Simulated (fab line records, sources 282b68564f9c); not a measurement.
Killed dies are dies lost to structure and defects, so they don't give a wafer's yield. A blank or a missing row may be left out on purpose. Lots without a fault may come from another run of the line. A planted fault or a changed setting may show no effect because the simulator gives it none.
fab line records | flow rit_cmos
record lots=13 wafers=39 last_day=7
route steps=202 shown ACTIVE@16 NWELL@37 FOX2@80 SPACER@128 M1@202
lots that met no fault: from a run of the same line without faults
start_h: hours from the record's first day to the start of the lot's first wafer shown | wait_h: hours since the lot's step before | " the same as in the row above | L1.1+2: a row that stands for several wafers | - no value, or no start given | * or withheld: withheld | < > ~ a bound
route shown NAME@n: a module of which the file shows steps, and the number in the route of the first | usual: mean/standard deviation of fault-free wafers | same: alike in all rows | chamber/n: place in a boat | sites: the reading at each site | _std_site: their standard deviation | _edge_site: outer sites' mean less inner sites' | radius_mm: how far each site lies from the wafer's centre | mask NAME#n: copy n | behind: the tool/chamber that last shaped the wafer | hold: why the lot was held/for how many hours/how that ended | device: the transistor (n, p or np) that didn't switch | end of line: the same wafers' tests at the end of the route | a step without rows: its recipe alone | killed: dies lost to structure and defects at the first sort, not the wafer's yield | map: a wafer's dies, x killed, . not, _ none there
set.NAME: the setting as run; set.NAME@STEP: as run at that earlier step | model.NAME: the simulator's own value behind a step, which no gauge read
steps of the route over a sample of lots; a table a step, a row a wafer
services: from which hour (start_h, from the record's first day; less than 0 if before it) a tool's chamber was out of use, for how many hours, and why
## steps
# step RIT_ACTIVE_CD_MEAS_90
# recipe target_cd_nm=1400
# usual cd_nm=1399.7/2.5
# columns lot.wafer tool chamber start_h wait_h cd_nm
L594.1 cd_sem-02 - 17.49 0.1 1398.7
L594.3 " - " " 1400.9
L594.6 " - " " 1398.7
L595.1 cd_sem-02 - 25.77 0.1 1397.3
L595.3 " - " " 1397.5
L595.6 " - " " 1398.8
L596.2 cd_sem-02 - 26.08 0.1 1394.2
L596.5 " - " " 1396.1
L596.6 " - " " 1393.7
L597.4 cd_sem-02 - 30.53 0.1 1393.6
L597.5 " - " " 1394.7
L597.6 " - " " 1393.4
L598.1 cd_sem-02 - 36.58 0.1 1399.8
L598.5 " - " " 1399.6
L598.6 " - " " 1398.8
L599.1 cd_sem-02 - 40.23 0.1 1398.7
L599.3 " - " " 1397.9
L599.6 " - " " 1398.9
L600.1 cd_sem-02 - 46.09 0.1 1402.2
L600.3 " - " " 1403.2
L600.5 " - " " 1399.9
L602.1 cd_sem-02 - 55.02 0.1 1399.8
L602.4 " - " " 1401.3
L602.6 " - " " 1400.3
L609.2 cd_sem-02 - 90.05 0.1 1397.4
L609.5 " - " " 1398.4
L609.6 " - " " 1397.7
L610.2 cd_sem-01 - 96.04 0.1 1400.1
L610.5 " - " " 1403.1
L610.6 " - " " 1402.7
L611.2 cd_sem-02 - 102.15 0.1 1397.6
L611.4 " - " " 1400.2
L611.6 " - " " 1399.9
L612.2 cd_sem-01 - 105.27 0.1 1398.8
L612.5 " - " " 1399.7
L612.6 " - " " 1399.5
L615.2 cd_sem-02 - 120.76 0.1 1399.3
L615.3 " - " " 1400.5
L615.4 " - " " 1400.1
# step RIT_NWELL_STRIP_09
# recipe chemistry=O2 time_s=180 resist=NOVOLAK platen_temp_c=withheld power_w=500 pressure_mtorr=4000 o2_flow_sccm=4000
# usual drypump_motor_current_A=5.5/0.41
# columns lot.wafer tool chamber start_h wait_h drypump_motor_current_A rf_hours_counter_h
L594.1 plasma_asher-02 0 27.55 0.1 5.3 36
L594.3 " 1 " " 6.1 -
L594.6 " 1 " " 6.1 -
L595.1 plasma_asher-02 1 33.90 0.1 6.1 36
L595.3 " 1 " " 6.1 -
L595.6 " 1 " " 6.2 -
L596.2 plasma_asher-01 1 34.14 0.1 5.4 37
L596.5 " 0 " " 4.9 -
L596.6 " 1 " " 5.4 -
L597.4 plasma_asher-04 1 38.82 0.1 5.2 -
L597.5 " 1 " " 5.2 -
L597.6 " 0 " " 5.7 -
L598.1 plasma_asher-02 0 42.37 0.1 5.3 37
L598.5 " 0 " " 5.3 -
L598.6 " 1 " " 6.1 -
L599.1 plasma_asher-04 1 47.59 0.1 5.2 27
L599.3 " 1 " " 5.2 -
L599.6 " 1 " " 5.2 -
L600.1 plasma_asher-01 0 52.35 0.1 4.9 40
L600.3 " 0 " " 4.9 -
L600.5 " 0 " " 4.9 -
L602.1 plasma_asher-04 0 61.61 0.1 5.8 28
L602.4 " 1 " " 5.2 -
L602.6 " 1 " " 5.2 -
L609.2 plasma_asher-02 1 99.57 0.1 6.2 44
L609.5 " 1 " " 6.2 -
L609.6 " 0 " " 5.3 -
L610.2 plasma_asher-02 0 104.69 0.1 5.3 45
L610.5 " 0 " " 5.3 -
L610.6 " 1 " " 6.1 -
L611.2 plasma_asher-01 0 107.82 0.1 4.9 46
L611.4 " 0 " " 4.9 -
L611.6 " 1 " " 5.4 -
L612.2 plasma_asher-04 1 112.39 0.1 5.2 34
L612.5 " 0 " " 5.7 -
L612.6 " 1 " " 5.2 -
L615.2 plasma_asher-02 0 126.37 0.1 5.3 1
L615.3 " 0 " " 5.3 -
L615.4 " 1 " " 6.2 -
# step RIT_FOX2_THK_MEAS_91
# recipe reads=SiO2_of_FOX2_OXIDATION_00
# usual FIELD_OXIDE_LEFT_2_THK=240/6.9
# columns lot.wafer tool chamber start_h wait_h FIELD_OXIDE_LEFT_2_THK[nm]
L594.1 film_metro-02 - 40.28 0.0 241
L594.3 " - " " 248
L594.6 " - " " 239
L595.1 film_metro-01 - 45.26 0.0 242
L595.3 " - " " 237
L595.6 " - " " 247
L596.2 film_metro-04 - 46.04 0.0 241
L596.5 " - " " 239
L596.6 " - " " 248
L597.4 film_metro-02 - 50.99 0.0 235
L597.5 " - " " 234
L597.6 " - " " 233
L598.1 film_metro-01 - 53.51 0.0 238
L598.5 " - " " 238
L598.6 " - " " 236
L599.1 film_metro-01 - 58.61 0.0 244
L599.3 " - " " 245
L599.6 " - " " 244
L600.1 film_metro-01 - 64.52 0.0 249
L600.3 " - " " 243
L600.5 " - " " 246
L602.1 film_metro-01 - 73.26 0.0 238
L602.4 " - " " 245
L602.6 " - " " 241
L609.2 film_metro-01 - 110.55 0.0 233
L609.5 " - " " 233
L609.6 " - " " 234
L610.2 film_metro-01 - 117.05 0.0 243
L610.5 " - " " 240
L610.6 " - " " 242
L611.2 film_metro-01 - 119.06 0.0 231
L611.4 " - " " 226
L611.6 " - " " 229
L612.2 film_metro-01 - 123.88 0.0 238
L612.5 " - " " 239
L612.6 " - " " 246
L615.2 film_metro-01 - 138.24 0.0 242
L615.3 " - " " 240
L615.4 " - " " 241
# step RIT_SPACER_CVD_03
# recipe material=Si3N4 target_thk_nm=250 temp_c=810 precursor=SiH2Cl2/NH3 time_s=3300 pressure_mtorr=300 sih2cl2_flow_sccm=60 nh3_flow_sccm=150
# usual spike_tc_centre_C=812.2/1.2 spike_tc_load_C=832.8/1.8 spike_tc_source_C=831.5/2 zone_power_source_pct=19.3/0.43
# columns lot.wafer tool chamber start_h wait_h spike_tc_centre_C spike_tc_load_C spike_tc_source_C zone_power_source_pct
L594.1 lpcvd-01 0 54.05 0.0 813.2 830.4 833.5 18.8
L594.3 " 0 " " 812.8 832.2 831.5 19.0
L594.6 " 0 " " 813.0 832.3 833.0 18.6
L595.1 lpcvd-02 0 60.43 0.0 812.8 831.2 829.7 20.0
L595.3 " 0 " " 811.3 830.0 828.1 19.9
L595.6 " 0 " " 810.9 831.8 830.0 19.8
L596.2 lpcvd-01 0 61.68 1.1 810.5 829.7 833.0 18.8
L596.5 " 0 " " 811.5 831.1 832.1 19.0
L596.6 " 0 " " 814.0 830.0 832.4 19.1
L597.4 lpcvd-01 1 66.18 0.0 812.1 835.4 827.3 19.3
L597.5 " 1 " " 813.9 836.2 829.2 19.5
L597.6 " 1 " " 810.4 834.8 827.4 19.3
L598.1 lpcvd-02 1 66.95 0.0 810.6 835.2 831.9 19.6
L598.5 " 1 " " 812.0 834.6 833.8 19.9
L598.6 " 1 " " 809.1 834.8 834.0 19.6
L599.1 lpcvd-01 0 70.73 0.3 813.8 831.7 834.0 19.2
L599.3 " 0 " " 813.2 832.3 830.6 18.8
L599.6 " 0 " " 810.6 832.5 832.1 18.7
L600.1 lpcvd-01 1 78.73 0.0 810.3 833.9 829.8 19.3
L600.3 " 1 " " 812.5 834.4 830.8 19.2
L600.5 " 1 " " 811.1 834.1 829.7 19.0
L602.1 lpcvd-01 0 86.59 0.0 811.2 832.9 832.4 19.2
L602.4 " 0 " " 813.8 832.3 831.6 18.9
L602.6 " 0 " " 815.1 832.9 833.3 18.8
L609.2 lpcvd-02 0 125.00 0.0 831.9 853.6 848.9 21.0
L609.5 " 0 " " 833.9 852.6 848.7 21.1
L609.6 " 0 " " 832.1 854.3 849.6 21.2
L610.2 lpcvd-01 1 130.21 1.0 814.0 833.3 830.0 18.9
L610.5 " 1 " " 812.1 834.4 828.3 19.8
L610.6 " 1 " " 812.8 835.4 828.1 19.0
L611.2 lpcvd-01 0 132.13 0.4 812.1 833.2 831.9 18.7
L611.4 " 0 " " 811.2 832.3 832.7 19.0
L611.6 " 0 " " 811.2 830.7 831.2 18.7
L612.2 lpcvd-01 0 138.72 0.0 813.1 830.8 833.0 19.0
L612.5 " 0 " " 813.3 831.9 832.5 18.9
L612.6 " 0 " " 814.1 832.1 831.1 18.6
L615.2 lpcvd-01 0 151.07 0.0 813.7 831.3 832.2 19.0
L615.3 " 0 " " 812.0 832.0 831.5 18.7
L615.4 " 0 " " 812.8 829.4 832.0 18.8
# step RIT_SPACER_THK_MEAS_04
# recipe reads=Si3N4_of_SPACER_CVD_03
# usual SPACER_NITRIDE_THK=250.1/2.4
# columns lot.wafer tool chamber start_h wait_h SPACER_NITRIDE_THK[nm]
L594.1 film_metro-03 - 55.97 0.0 249.1
L594.3 " - " " 248.2
L594.6 " - " " 249.2
L595.1 film_metro-01 - 62.34 0.0 251.6
L595.3 " - " " 251.0
L595.6 " - " " 252.3
L596.2 film_metro-04 - 63.60 0.0 246.4
L596.5 " - " " 245.2
L596.6 " - " " 246.4
L597.4 film_metro-04 - 68.13 0.0 246.1
L597.5 " - " " 247.4
L597.6 " - " " 246.6
L598.1 film_metro-04 - 69.82 0.0 250.3
L598.5 " - " " 250.6
L598.6 " - " " 253.4
L599.1 film_metro-03 - 72.64 0.0 250.0
L599.3 " - " " 249.0
L599.6 " - " " 250.3
L600.1 film_metro-03 - 80.65 0.0 251.0
L600.3 " - " " 250.4
L600.5 " - " " 250.5
L602.1 film_metro-03 - 88.51 0.0 249.2
L602.4 " - " " 248.8
L602.6 " - " " 249.2
L609.2 film_metro-04 - 126.93 0.0 349.7
L609.5 " - " " 351.5
L609.6 " - " " 352.0
L610.2 film_metro-03 - 132.14 0.0 251.8
L610.5 " - " " 251.2
L610.6 " - " " 250.7
L611.2 film_metro-01 - 134.06 0.0 252.1
L611.4 " - " " 253.8
L611.6 " - " " 252.8
L612.2 film_metro-04 - 140.65 0.0 255.3
L612.5 " - " " 252.0
L612.6 " - " " 253.7
L615.2 film_metro-03 - 152.99 0.0 250.7
L615.3 " - " " 253.5
L615.4 " - " " 251.4
# step RIT_SPACER_ETCHBACK_05
# recipe target_depth_a=2500 SF6_flow_sccm=30 CHF3_flow_sccm=30 target=Si3N4 chemistry=SF6/CHF3 pressure_mtorr=40 rf_w=250 time_s=240 stop_on=SiO2
# usual drypump_motor_current_A=5.41/0.29 oes_product_au=0.847/0.012 throttle_valve_pct=10.23/0.14
# columns lot.wafer tool chamber start_h wait_h drypump_motor_current_A oes_product_au rf_hours_counter_h throttle_valve_pct
L594.1 rie_diel-02 2 56.03 0.1 4.96 0.851 8 10.35
L594.3 " 3 " " 5.33 0.845 140 10.12
L594.6 " 2 " " 4.95 0.847 - 10.32
L595.1 rie_diel-01 2 62.40 0.1 5.49 0.844 98 10.20
L595.3 " 1 " " 5.24 0.830 54 10.07
L595.6 " 2 " " 5.49 0.844 - 10.22
L596.2 rie_diel-01 2 63.65 0.0 5.55 0.834 98 10.22
L596.5 " 3 " " 5.26 0.836 - 10.46
L596.6 " 2 " " 5.53 0.837 - 10.21
L597.4 rie_diel-02 1 68.16 0.0 5.51 0.828 1 10.19
L597.5 " 0 " " 5.58 0.853 - 10.07
L597.6 " 3 " " 5.33 0.836 - 10.12
L598.1 rie_diel-01 0 69.88 0.1 6.06 0.832 164 10.21
L598.5 " 2 " " 5.49 0.832 - 10.22
L598.6 " 1 " " 5.23 0.837 - 10.05
L599.1 rie_diel-02 1 72.70 0.1 5.52 0.848 1 10.20
L599.3 " 3 " " 5.33 0.848 141 10.11
L599.6 " 1 " " 5.57 0.843 - 10.18
L600.1 rie_diel-02 2 80.71 0.1 4.96 0.854 9 10.34
L600.3 " 3 " " 5.29 0.849 141 10.12
L600.5 " 1 " " 5.56 0.848 - 10.19
L602.1 rie_diel-02 1 88.57 0.1 5.54 0.838 2 10.19
L602.4 " 2 " " 4.96 0.842 9 10.33
L602.6 " 1 " " 5.53 0.843 - 10.18
L609.2 rie_diel-03 2 126.98 0.0 5.54 1.010 28 10.62
L609.5 " 1 " " 5.70 1.036 - 10.43
L609.6 " 2 " " 5.58 1.014 - 10.65
L610.2 rie_diel-01 2 132.19 0.0 5.51 0.844 99 10.22
L610.5 " 2 " " 5.52 0.840 - 10.21
L610.6 " 1 " " 5.24 0.829 - 10.06
L611.2 rie_diel-02 1 134.11 0.0 5.58 0.855 3 10.19
L611.4 " 3 " " 5.33 0.851 142 10.13
L611.6 " 2 " " 4.95 0.847 - 10.35
L612.2 rie_diel-03 3 140.70 0.0 4.94 0.876 116 10.27
L612.5 " 1 " " 5.69 0.860 - 10.36
L612.6 " 3 " " 4.94 0.880 - 10.26
L615.2 rie_diel-02 3 153.04 0.0 5.31 0.846 142 10.12
L615.3 " 2 " " 4.96 0.851 10 10.34
L615.4 " 1 " " 5.57 0.854 3 10.18
# step RIT_M1_PROBE_99
# usual killed_at_contacts=0.1/0.27 killed_at_front_end=7/3.3 killed_dies=7/3.3 killed_on_rim=2.0/1.5 killed_open=3.5/2 killed_short=3.8/2.2
# same gross_dies=264 killed_at_M0_to_M3=0 killed_at_M4_up=0 killed_at_back_side=0 killed_at_other=0
# columns lot.wafer tool chamber start_h wait_h killed_at_contacts killed_at_front_end killed_dies killed_on_rim killed_open killed_short
L594.1 prober-01 - 67.89 0.1 0 1 1 0 0 1
L594.3 prober-01 - 67.99 0.2 0 3 3 0 1 2
L594.6 prober-01 - 68.14 0.2 0 6 6 0 3 3
L595.1 prober-01 - 74.04 0.1 0 9 9 3 5 4
L595.3 prober-01 - 74.14 0.2 0 9 9 3 2 6
L595.6 prober-01 - 74.29 0.2 0 5 5 0 3 2
L596.2 prober-02 - 75.59 0.1 0 7 7 2 2 5
L596.5 prober-02 - 75.74 0.2 0 6 6 2 3 3
L596.6 prober-02 - 75.79 0.2 0 7 7 2 3 4
L597.4 prober-01 - 79.60 0.2 1 5 6 1 3 3
L597.5 prober-01 - 79.65 0.2 0 4 4 2 2 2
L597.6 prober-01 - 79.70 0.2 0 11 11 1 5 6
L598.1 prober-02 - 81.27 0.1 0 8 8 0 4 4
L598.5 prober-02 - 81.47 0.2 0 6 6 4 4 2
L598.6 prober-02 - 81.52 0.2 0 8 8 2 6 1
L599.1 prober-01 - 83.51 0.1 0 6 6 3 3 3
L599.3 prober-01 - 83.61 0.2 0 4 4 1 2 2
L599.6 prober-01 - 83.76 0.2 0 6 6 0 2 4
L600.1 prober-02 - 91.67 0.1 0 6 6 0 3 3
L600.3 prober-02 - 91.77 0.2 0 9 9 0 4 5
L600.5 prober-02 - 91.87 0.2 0 7 7 2 2 5
L602.1 prober-02 - 99.92 0.1 0 4 4 2 3 1
L602.4 prober-02 - 100.07 0.2 0 17 17 3 11 6
L602.6 prober-02 - 100.17 0.2 0 10 10 4 5 5
L609.2 prober-01 - 138.13 0.1 0 264 264 70 5 4
L609.5 prober-01 - 138.28 0.2 0 264 264 70 8 8
L609.6 prober-01 - 138.33 0.2 1 263 264 70 6 6
L610.2 prober-02 - 143.59 0.1 0 7 7 3 4 3
L610.5 prober-02 - 143.74 0.2 1 9 10 1 4 6
L610.6 prober-02 - 143.79 0.2 0 5 5 1 3 2
L611.2 prober-01 - 145.09 0.1 0 8 8 2 5 3
L611.4 prober-01 - 145.19 0.2 0 4 4 0 2 2
L611.6 prober-01 - 145.29 0.2 0 9 9 3 6 3
L612.2 prober-02 - 152.01 0.1 0 9 9 1 6 3
L612.5 prober-02 - 152.16 0.2 0 12 12 3 2 10
L612.6 prober-02 - 152.21 0.2 0 14 14 5 5 9
L615.2 prober-01 - 164.22 0.1 1 6 7 1 2 5
L615.3 prober-01 - 164.27 0.2 0 7 7 1 6 1
L615.4 prober-01 - 164.32 0.2 0 5 5 0 2 3
# killed by level:class
L594.1 SPACER:geometric_particle:short=1
L594.3 FOX2:geometric_particle:short=1 SPACER:geometric_particle:short=1 SILICIDE:geometric_particle:open=1
L594.6 FOX1:geometric_particle:open=2 FOX2:geometric_particle:short=2 FOX2:geometric_particle:open=1 SILICIDE:geometric_particle:short=1
L595.1 GATE:geometric_particle:short=2 REOX:geometric_particle:short=2 REOX:geometric_particle:open=2 SILICIDE:geometric_particle:open=2 GATE:geometric_particle:open=1
L595.3 SPACER:geometric_particle:short=3 GATE:geometric_particle:short=2 FOX2:geometric_particle:short=1 GATE:geometric_particle:open=1 REOX:geometric_particle:open=1 GATE:coat_microbubble_printed=1
L595.6 GATE:geometric_particle:open=2 GATE:geometric_particle:short=2 FOX2:geometric_particle:open=1
L596.2 GATE:geometric_particle:short=2 SPACER:geometric_particle:open=2 SPACER:geometric_particle:short=2 SILICIDE:geometric_particle:short=1
L596.5 GATE:geometric_particle:short=2 SPACER:geometric_particle:open=2 FOX1:geometric_particle:short=1 GATE:geometric_particle:open=1
L596.6 GATE:geometric_particle:open=2 GATE:geometric_particle:short=2 SILICIDE:geometric_particle:short=2 SILICIDE:geometric_particle:open=1
L597.4 FOX2:geometric_particle:short=1 GATE:geometric_particle:open=1 REOX:geometric_particle:open=1 SPACER:geometric_particle:short=1 SILICIDE:geometric_particle:open=1 CONTACT:geometric_particle:short=1
L597.5 FOX2:geometric_particle:short=1 FOX2:geometric_particle:open=1 GATE:geometric_particle:open=1 REOX:geometric_particle:short=1
L597.6 FOX2:geometric_particle:short=3 GATE:geometric_particle:open=2 REOX:geometric_particle:short=2 SILICIDE:geometric_particle:open=2 FOX2:geometric_particle:open=1 SILICIDE:geometric_particle:short=1
L598.1 SPACER:geometric_particle:open=2 SILICIDE:geometric_particle:short=2 FOX1:geometric_particle:open=1 GATE:geometric_particle:short=1 SPACER:geometric_particle:short=1 SILICIDE:geometric_particle:open=1
L598.5 REOX:geometric_particle:open=3 FOX1:geometric_particle:open=1 GATE:geometric_particle:short=1 REOX:geometric_particle:short=1
L598.6 REOX:geometric_particle:open=4 FOX1:geometric_particle:open=2 GATE:geometric_particle:short=1 NRETRO:coat_microbubble_printed=1
L599.1 GATE:geometric_particle:open=2 SPACER:geometric_particle:short=2 REOX:geometric_particle:open=1 SILICIDE:geometric_particle:short=1
L599.3 GATE:geometric_particle:short=1 GATE:geometric_particle:open=1 REOX:geometric_particle:open=1 SILICIDE:geometric_particle:short=1
L599.6 GATE:geometric_particle:short=2 FOX2:geometric_particle:short=1 GATE:geometric_particle:open=1 SILICIDE:geometric_particle:open=1 SILICIDE:geometric_particle:short=1
L600.1 GATE:geometric_particle:open=2 GATE:geometric_particle:short=2 FOX2:geometric_particle:short=1 SILICIDE:geometric_particle:open=1
L600.3 GATE:geometric_particle:open=3 REOX:geometric_particle:short=2 GATE:geometric_particle:short=1 SPACER:geometric_particle:short=1 SILICIDE:geometric_particle:short=1 SILICIDE:geometric_particle:open=1
L600.5 GATE:geometric_particle:short=5 GATE:geometric_particle:open=2
L602.1 SILICIDE:geometric_particle:open=3 GATE:geometric_particle:short=1
L602.4 GATE:geometric_particle:short=4 GATE:geometric_particle:open=3 SILICIDE:geometric_particle:open=3 FOX1:geometric_particle:open=2 SPACER:geometric_particle:open=2 FOX1:geometric_particle:short=1 REOX:geometric_particle:open=1 SILICIDE:geometric_particle:short=1
L602.6 GATE:geometric_particle:short=2 SPACER:geometric_particle:open=2 SILICIDE:geometric_particle:short=2 FOX1:geometric_particle:open=1 GATE:geometric_particle:open=1 SPACER:geometric_particle:short=1 SILICIDE:geometric_particle:open=1
L609.2 SPACER:area_etchback=255 GATE:geometric_particle:short=3 GATE:geometric_particle:open=2 SILICIDE:geometric_particle:open=2 FOX1:geometric_particle:short=1 FOX1:geometric_particle:open=1
L609.5 SPACER:area_etchback=248 SPACER:geometric_particle:open=4 GATE:geometric_particle:short=3 FOX1:geometric_particle:short=2 FOX1:geometric_particle:open=1 FOX2:geometric_particle:short=1 GATE:geometric_particle:open=1 REOX:geometric_particle:open=1
L609.6 SPACER:area_etchback=252 FOX1:geometric_particle:short=4 FOX1:geometric_particle:open=2 SPACER:geometric_particle:open=2 GATE:geometric_particle:short=1 GATE:geometric_particle:open=1 REOX:geometric_particle:short=1 CONTACT:geometric_particle:open=1
L610.2 GATE:geometric_particle:open=2 GATE:geometric_particle:short=1 SPACER:geometric_particle:open=1 SPACER:geometric_particle:short=1 SILICIDE:geometric_particle:short=1 SILICIDE:geometric_particle:open=1
L610.5 GATE:geometric_particle:short=3 GATE:geometric_particle:open=2 FOX1:geometric_particle:short=1 FOX2:geometric_particle:open=1 FOX2:geometric_particle:short=1 SPACER:geometric_particle:short=1 CONTACT:geometric_particle:open=1
L610.6 GATE:geometric_particle:open=2 GATE:geometric_particle:short=1 SILICIDE:geometric_particle:open=1 SILICIDE:geometric_particle:short=1
L611.2 FOX1:geometric_particle:open=2 GATE:geometric_particle:open=2 GATE:geometric_particle:short=1 REOX:geometric_particle:open=1 SPACER:geometric_particle:short=1 SILICIDE:geometric_particle:short=1
L611.4 GATE:geometric_particle:open=2 GATE:geometric_particle:short=1 SILICIDE:geometric_particle:short=1
L611.6 FOX1:geometric_particle:open=5 FOX1:geometric_particle:short=2 FOX2:geometric_particle:open=1 REOX:geometric_particle:short=1
L612.2 GATE:geometric_particle:short=3 FOX1:geometric_particle:open=2 GATE:geometric_particle:open=2 REOX:geometric_particle:open=1 SPACER:geometric_particle:open=1
L612.5 GATE:geometric_particle:short=4 FOX1:geometric_particle:short=3 FOX2:geometric_particle:short=2 FOX2:geometric_particle:open=1 SPACER:geometric_particle:open=1 SILICIDE:geometric_particle:short=1
L612.6 FOX1:geometric_particle:short=3 FOX2:geometric_particle:open=2 GATE:geometric_particle:short=2 GATE:geometric_particle:open=2 FOX2:geometric_particle:short=1 REOX:geometric_particle:short=1 SPACER:geometric_particle:short=1 SPACER:geometric_particle:open=1
L615.2 REOX:geometric_particle:short=2 ACTIVE:geometric_particle:short=1 FOX1:geometric_particle:short=1 FOX1:geometric_particle:open=1 SILICIDE:geometric_particle:short=1 CONTACT:geometric_particle:open=1
L615.3 SILICIDE:geometric_particle:open=2 ACTIVE:geometric_particle:open=1 FOX1:geometric_particle:short=1 FOX1:geometric_particle:open=1 FOX2:geometric_particle:open=1 GATE:geometric_particle:open=1
L615.4 FOX1:geometric_particle:short=2 SILICIDE:geometric_particle:open=2 GATE:geometric_particle:short=1
## services
# columns tool chamber start_h hours kind
rie_diel-03 2 10.13 13.3 repair
rie_diel-03 - 24.26 0.6 repair
lpcvd-01 - 31.60 0.7 repair
rie_diel-01 3 42.68 - clean
rie_diel-01 3 42.68 13.3 scheduled_down
rie_diel-01 3 42.68 13.3 vent_cycle
rie_diel-03 1 59.21 9.7 repair
rie_diel-03 1 69.05 - clean
rie_diel-03 1 69.05 29.8 scheduled_down
rie_diel-03 1 69.05 29.8 vent_cycle
rie_diel-01 0 73.65 - clean
rie_diel-01 0 73.65 18.6 scheduled_down
rie_diel-01 0 73.65 18.6 vent_cycle
rie_diel-01 2 79.10 2.7 repair
plasma_asher-02 - 108.75 9.0 pm
plasma_asher-02 0 108.75 9.0 vent_cycle
plasma_asher-02 1 108.75 9.0 vent_cycle
rie_diel-03 0 108.92 5.8 repair
rie_diel-02 2 110.75 1.8 repair
rie_diel-03 0 114.69 - clean
plasma_asher-02 0 117.75 - clean
plasma_asher-02 1 117.75 - clean
rie_diel-03 - 142.15 0.6 repair
lpcvd-02 - 147.55 0.8 pm
## key
first_sign step=RIT_SPACER_CVD_03 reading=spike_tc_centre_C direction=up sigmas=18 usual=812.2 struck=832.7
effect step=RIT_SPACER_CVD_03 reading=spike_tc_load_C direction=up sigmas=12 usual=832.8 struck=853.5
effect step=RIT_SPACER_THK_MEAS_04 reading=SPACER_NITRIDE_THK direction=up sigmas=42 usual=250.1 struck=351.1
effect step=RIT_SPACER_ETCHBACK_05 reading=oes_product_au direction=up sigmas=15 usual=0.847 struck=1.020
effect step=RIT_M1_PROBE_99 reading=killed_at_front_end direction=up sigmas=77 usual=7 struck=264
more_kills_born_at RIT_SPACER_ETCHBACK_05@rie_diel-03=755
met_at RIT_SPACER_CVD_03
struck_lots L609
struck_wafers L609.2,L609.5,L609.6
later_rows_left_out L609.2,L609.5,L609.6
tester_left_out L609
not_acting_at RIT_ACTIVE_CD_MEAS_90,RIT_NWELL_STRIP_09,RIT_FOX2_THK_MEAS_91
onset_between 60.43 125.00
fault kind=process_parameter_drift tool=lpcvd-02 chamber=0 onset_h=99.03 steps=RIT_SPACER_CVD_03 channel=temp_c offset=* shape=step end_h=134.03 acts_in=* stated=*
# tester_left_out: of these lots the tester's yield and bins aren't shown, on N5 and GAA mostly nor the transistor test; their killed dies are dies lost to structure and defects alone, not to doping, threshold or leakage, so they don't give the yield
# later_rows_left_out: the simulator's readings of these wafers behind a module that went badly wrong aren't trusted and aren't shown, but for the sort
